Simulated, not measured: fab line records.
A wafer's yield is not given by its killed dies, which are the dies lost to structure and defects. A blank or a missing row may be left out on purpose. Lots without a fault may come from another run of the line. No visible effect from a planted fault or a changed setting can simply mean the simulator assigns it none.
Split-lot trial || flow rit_cmos || route with 202 steps; 5 lots, 23 wafers read

## ON THE SPLIT
At RIT_FOX1_OXIDATION_00 (target thk 350.7 nm, ox time 1130 s), the setting temp_c was moved away from the recipe's 1100 C on 15 of the 23 wafers read, by -1.7% to +2.5%. The other wafers ran this setting at the recipe's value.

The file shows no step between the split and the reading.

## THE READING
FOX1_OXIDE_THK (nm), taken at RIT_FOX1_THK_MEAS_01. Typical for fault-free wafers on this fab line: 350 nm, with standard deviation 8.8 nm.

{"wafer": "L074.1", "tool, chamber at the split": "-, -", "temp_c as run, C": 1081, "against the recipe": "-1.7%", "FOX1_OXIDE_THK, nm": 310, "against lot-mates on the recipe": "no lot-mate on the recipe"}
{"wafer": "L074.2", "tool, chamber at the split": "-, -", "temp_c as run, C": 1081, "against the recipe": "-1.7%", "FOX1_OXIDE_THK, nm": 310, "against lot-mates on the recipe": "no lot-mate on the recipe"}
{"wafer": "L074.3", "tool, chamber at the split": "-, -", "temp_c as run, C": 1081, "against the recipe": "-1.7%", "FOX1_OXIDE_THK, nm": 304, "against lot-mates on the recipe": "no lot-mate on the recipe"}
{"wafer": "L074.4", "tool, chamber at the split": "-, -", "temp_c as run, C": 1081, "against the recipe": "-1.7%", "FOX1_OXIDE_THK, nm": 307, "against lot-mates on the recipe": "no lot-mate on the recipe"}
{"wafer": "L074.5", "tool, chamber at the split": "-, -", "temp_c as run, C": 1081, "against the recipe": "-1.7%", "FOX1_OXIDE_THK, nm": 306, "against lot-mates on the recipe": "no lot-mate on the recipe"}
{"wafer": "L075.1", "tool, chamber at the split": "-, -", "temp_c as run, C": 1128, "against the recipe": "+2.5%", "FOX1_OXIDE_THK, nm": 397, "against lot-mates on the recipe": "no lot-mate on the recipe"}
{"wafer": "L075.2", "tool, chamber at the split": "-, -", "temp_c as run, C": 1128, "against the recipe": "+2.5%", "FOX1_OXIDE_THK, nm": 396, "against lot-mates on the recipe": "no lot-mate on the recipe"}
{"wafer": "L075.3", "tool, chamber at the split": "-, -", "temp_c as run, C": 1128, "against the recipe": "+2.5%", "FOX1_OXIDE_THK, nm": 394, "against lot-mates on the recipe": "no lot-mate on the recipe"}
{"wafer": "L075.4", "tool, chamber at the split": "-, -", "temp_c as run, C": 1128, "against the recipe": "+2.5%", "FOX1_OXIDE_THK, nm": 389, "against lot-mates on the recipe": "no lot-mate on the recipe"}
{"wafer": "L075.5", "tool, chamber at the split": "-, -", "temp_c as run, C": 1128, "against the recipe": "+2.5%", "FOX1_OXIDE_THK, nm": 391, "against lot-mates on the recipe": "no lot-mate on the recipe"}
{"wafer": "L078.1", "tool, chamber at the split": "furnace-01, 0", "temp_c as run, C": 1100, "against the recipe": "recipe", "FOX1_OXIDE_THK, nm": 344, "against lot-mates on the recipe": "-"}
{"wafer": "L078.4", "tool, chamber at the split": "furnace-01, 0", "temp_c as run, C": 1100, "against the recipe": "recipe", "FOX1_OXIDE_THK, nm": 344, "against lot-mates on the recipe": "-"}
{"wafer": "L078.6", "tool, chamber at the split": "furnace-01, 0", "temp_c as run, C": 1100, "against the recipe": "recipe", "FOX1_OXIDE_THK, nm": 336, "against lot-mates on the recipe": "-"}
{"wafer": "L083.1", "tool, chamber at the split": "-, -", "temp_c as run, C": 1122, "against the recipe": "+2.0%", "FOX1_OXIDE_THK, nm": 381, "against lot-mates on the recipe": "no lot-mate on the recipe"}
{"wafer": "L083.3", "tool, chamber at the split": "-, -", "temp_c as run, C": 1122, "against the recipe": "+2.0%", "FOX1_OXIDE_THK, nm": 379, "against lot-mates on the recipe": "no lot-mate on the recipe"}
{"wafer": "L083.4", "tool, chamber at the split": "-, -", "temp_c as run, C": 1122, "against the recipe": "+2.0%", "FOX1_OXIDE_THK, nm": 383, "against lot-mates on the recipe": "no lot-mate on the recipe"}
{"wafer": "L083.5", "tool, chamber at the split": "-, -", "temp_c as run, C": 1122, "against the recipe": "+2.0%", "FOX1_OXIDE_THK, nm": 381, "against lot-mates on the recipe": "no lot-mate on the recipe"}
{"wafer": "L083.6", "tool, chamber at the split": "-, -", "temp_c as run, C": 1122, "against the recipe": "+2.0%", "FOX1_OXIDE_THK, nm": 380, "against lot-mates on the recipe": "no lot-mate on the recipe"}
{"wafer": "L085.1", "tool, chamber at the split": "-, -", "temp_c as run, C": 1100, "against the recipe": "recipe", "FOX1_OXIDE_THK, nm": 357, "against lot-mates on the recipe": "-"}
{"wafer": "L085.2", "tool, chamber at the split": "-, -", "temp_c as run, C": 1100, "against the recipe": "recipe", "FOX1_OXIDE_THK, nm": 355, "against lot-mates on the recipe": "-"}
{"wafer": "L085.4", "tool, chamber at the split": "-, -", "temp_c as run, C": 1100, "against the recipe": "recipe", "FOX1_OXIDE_THK, nm": 359, "against lot-mates on the recipe": "-"}
{"wafer": "L085.5", "tool, chamber at the split": "-, -", "temp_c as run, C": 1100, "against the recipe": "recipe", "FOX1_OXIDE_THK, nm": 359, "against lot-mates on the recipe": "-"}
{"wafer": "L085.6", "tool, chamber at the split": "-, -", "temp_c as run, C": 1100, "against the recipe": "recipe", "FOX1_OXIDE_THK, nm": 360, "against lot-mates on the recipe": "-"}

FIT RESULTS
A straight line over all 23 wafers: FOX1_OXIDE_THK changes by +19.1 nm for each +1% of temp_c; r = +0.97; the points scatter about the line by 7.4 nm.
Too few moved wafers with a lot-mate on the recipe to fit a line net of each lot's own level.

## THE WHOLE CHAIN: every reading that the file lists as answering this split, in the file's order
{"step": "RIT_FOX1_OXIDATION_00", "what it does": "target thk 350.7 nm, ox time 1130 s", "reading": "SiO2_of_FOX1_OXIDATION_00.thk_nm (the simulator's own value, which no gauge read)", "change (the file's fit)": "+19.2 nm for each +1% of the setting", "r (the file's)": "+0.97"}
{"step": "RIT_FOX1_THK_MEAS_01", "what it does": "", "reading": "FOX1_OXIDE_THK", "change (the file's fit)": "+19.2 for each +1% of the setting", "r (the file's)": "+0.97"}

## FILE'S OWN FIT
FOX1_OXIDE_THK changes by +19.2 nm for each +1% of temp_c, r = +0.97.
